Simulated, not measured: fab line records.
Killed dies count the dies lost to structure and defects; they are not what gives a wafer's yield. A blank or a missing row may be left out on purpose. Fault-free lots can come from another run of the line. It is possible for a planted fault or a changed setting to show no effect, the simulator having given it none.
A struck lot beside a sound one || flow ritCmos || 27 steps out of a route of 202
Sound: wafers L294.1, L294.4, L294.6. Struck: wafer L306.3 (left out: L306.2, L306.5 of the same lot, which were not struck); the cause appears at the end.
At each step with rows: each side's tool, then ch and its chambers, then its first start. Under that, the readings that differ: sound wafers || struck wafers || difference of the means || sigmas: that difference in standard deviations of wafers without a fault.
alike: same words and numbers on both sides, and readings whose means sit less than 2 such deviations apart. not compared: any withheld reading, any reading some wafer has no value for, any bound like >300 that may hide the same value, and any number with overlapping values for which the record gives no deviation.
The two part at a step that has a row with sigmas, a row that says differs or no value, or rows on one side only. Numbers that have no deviation but don't overlap get no sigmas and don't part them. Lack of a reading on every wafer of one side parts them only where that side has two or more wafers.

first, 4 steps without rows for these wafers: RIT_CONTACT_SOFTBAKE_04 (time 60 s); RIT_CONTACT_EXPOSE_05 (exposes mask M11, target cd 1000 nm); RIT_CONTACT_PEB_06; RIT_CONTACT_DEVELOP_07 (develop time 120 s).
RIT_CONTACT_CD_MEAS_08: target cd 1000 nm.
  sound on cdSem-01, day 4 06:10; struck on cdSem-01, day 6 22:38
  alike: cdNm
RIT_CONTACT_OVL_MEAS_09:
  sound on overlay-02, day 4 06:17; struck on overlay-01, day 6 22:45
  alike: CONTACT_OVL
then, 1 step without rows for these wafers: RIT_CONTACT_HARDBAKE_10 (time 60 s).
RIT_CONTACT_ETCH_11: etches SiO2 in CHF3/CF4/Ar, stops on TiSi2, target depth 480 nm, time 320 s.
  sound on rieDiel-04 ch 1,2,3, day 4 06:28; struck on rieDiel-03 ch 2, day 6 22:56
  alike: cf4FlowSccm, drypumpMotorCurrentA, mfcArSccm, oesProductAu, throttleValvePct
  not compared: rfHoursCounterH
RIT_CONTACT_STRIP_12: strips in O2, time 180 s.
  sound on plasmaAsher-04 ch 0,1, day 4 06:40; struck on plasmaAsher-04 ch 0, day 6 23:08
  alike: drypumpMotorCurrentA
  not compared: rfHoursCounterH
RIT_CONTACT_CD_MEAS_90: target cd 1000 nm.
  sound on cdSem-01, day 4 06:50; struck on cdSem-01, day 6 23:19
  alike: cdNm
then, 2 steps without rows for these wafers: RIT_CONTACT_CLEAN_13 (cleans in SC1, time 600 s); RIT_CONTACT_CLEAN_14 (cleans in SC2, time 600 s).
RIT_M1_SPUTTER_00: material Al, target thk 400 nm, time 500 s.
  sound on pvdSputter-02, day 4 07:19; struck on pvdSputter-02, day 6 23:47
{"reading": "model.Al_of_M1_SPUTTER_00.thkNm (nm)", "sound": "411.3 408.1 413.7", "struck": 663.2, "difference": "+252.2", "sigmas": ""}
  alike: throttleValvePct
RIT_M1_RS_MEAS_01: uses a four-point probe to measure.
  sound on filmMetro-01, day 4 07:36; struck on filmMetro-01, day 7 00:06
{"reading": "M1_AL_RS (ohm/sq)", "sound": "0.0715 0.0721 0.0710", "struck": 0.0440, "difference": -0.0275, "sigmas": -25}
RIT_M1_THK_MEAS_02: measures by xrf.
  sound on filmMetro-01, day 4 07:43; struck on filmMetro-01, day 7 00:13
{"reading": "M1_AL_THK (nm)", "sound": "409 404 410", "struck": 657, "difference": "+249", "sigmas": "+38"}
then, 6 steps without rows for these wafers: RIT_M1_HMDS_03 (prime time 60 s); RIT_M1_COAT_04 (resist thk 1325 nm); RIT_M1_SOFTBAKE_05 (time 60 s); RIT_M1_EXPOSE_06 (exposes mask M12, target cd 2600 nm); RIT_M1_PEB_07; RIT_M1_DEVELOP_08 (develop time 68 s).
RIT_M1_CD_MEAS_09: target cd 2600 nm.
  sound on cdSem-01, day 4 08:54; struck on cdSem-01, day 7 01:19
  alike: cdNm
RIT_M1_OVL_MEAS_10:
  sound on overlay-01, day 4 09:01; struck on overlay-01, day 7 01:25
  alike: M1_OVL
then, 1 step without rows for these wafers: RIT_M1_HARDBAKE_11 (time 120 s).
RIT_M1_METAL_ETCH_12: etches Al in Cl2/BCl3, stops on SiO2, time 165 s, target depth 600 nm.
  sound on rieMetal-04 ch 0,1, day 4 09:19; struck on rieMetal-01 ch 0, day 7 01:42
{"reading": "oesProductAu (a.u.)", "sound": "0.798 0.803 0.774", "struck": 1.028, "difference": "+0.236", "sigmas": "+16"}
  alike: drypumpMotorCurrentA, throttleValvePct
  not compared: rfHoursCounterH
then, 1 step without rows for these wafers: RIT_M1_STRIP_13 (strips in nmp, time 616.9 s).
RIT_M1_PROBE_99:
  sound on prober-02, day 4 11:34; struck on prober-01, day 7 04:04
{"reading": "defectLimitedYield (%)", "sound": "97.0 98.5 96.6", "struck": 0, "difference": -97, "sigmas": -89}
{"reading": "killed_at_M0_to_M3", "sound": "0 0 0", "struck": 259, "difference": "+259", "sigmas": "+99 or more"}
{"reading": "killedDies", "sound": "8 4 9", "struck": 264, "difference": "+257", "sigmas": "+92"}
{"reading": "killedOnRim", "sound": "1 1 2", "struck": 70, "difference": "+69", "sigmas": "+49"}
{"reading": "sort_bin_5_function (%)", "sound": "1.1 1.5 1.5", "struck": 99.2, "difference": "+97.8", "sigmas": "+99 or more"}
{"reading": "sortNPass", "sound": "256.0 260.0 255.0", "struck": 0, "difference": -257, "sigmas": -92}
{"reading": "sortYieldPct (%)", "sound": "97.0 98.5 96.6", "struck": 0, "difference": -97, "sigmas": -89}
{"reading": "model.etest.tester.sortNPass", "sound": "256 260 255", "struck": 0, "difference": -257, "sigmas": ""}
{"reading": "model.etest.tester.sortYieldPct (%)", "sound": "96.97 98.48 96.59", "struck": 0, "difference": -97, "sigmas": ""}
{"reading": "model.etest.tester.sort_bin_5_pct (%)", "sound": "1.136 1.515 1.515", "struck": 99.24, "difference": "+97.85", "sigmas": ""}
{"reading": "model.etest.nmos_0p3.short", "sound": "0 0 0", "struck": 1, "difference": "+1", "sigmas": ""}
{"reading": "model.etest.diodePplusComb.overLimit", "sound": "0 0 0", "struck": 1, "difference": "+1", "sigmas": ""}
{"reading": "model.etest.nmos_0p15.overLimit", "sound": "0 0 0", "struck": 1, "difference": "+1", "sigmas": ""}
{"reading": "model.etest.nmosNarrow.overLimit", "sound": "0 0 0", "struck": 1, "difference": "+1", "sigmas": ""}
{"reading": "model.etest.contactNplus.short", "sound": "0 0 0", "struck": 1, "difference": "+1", "sigmas": ""}
  alike: killedAtContacts, killedAtFrontEnd, killedOpen, killedShort, sort_bin_3_pad_short, sort_bin_6_memory

## WHERE THEY PART
At RIT_M1_RS_MEAS_01 first; at RIT_M1_PROBE_99 last (within this record only).

WHY: whatever the simulator had introduced
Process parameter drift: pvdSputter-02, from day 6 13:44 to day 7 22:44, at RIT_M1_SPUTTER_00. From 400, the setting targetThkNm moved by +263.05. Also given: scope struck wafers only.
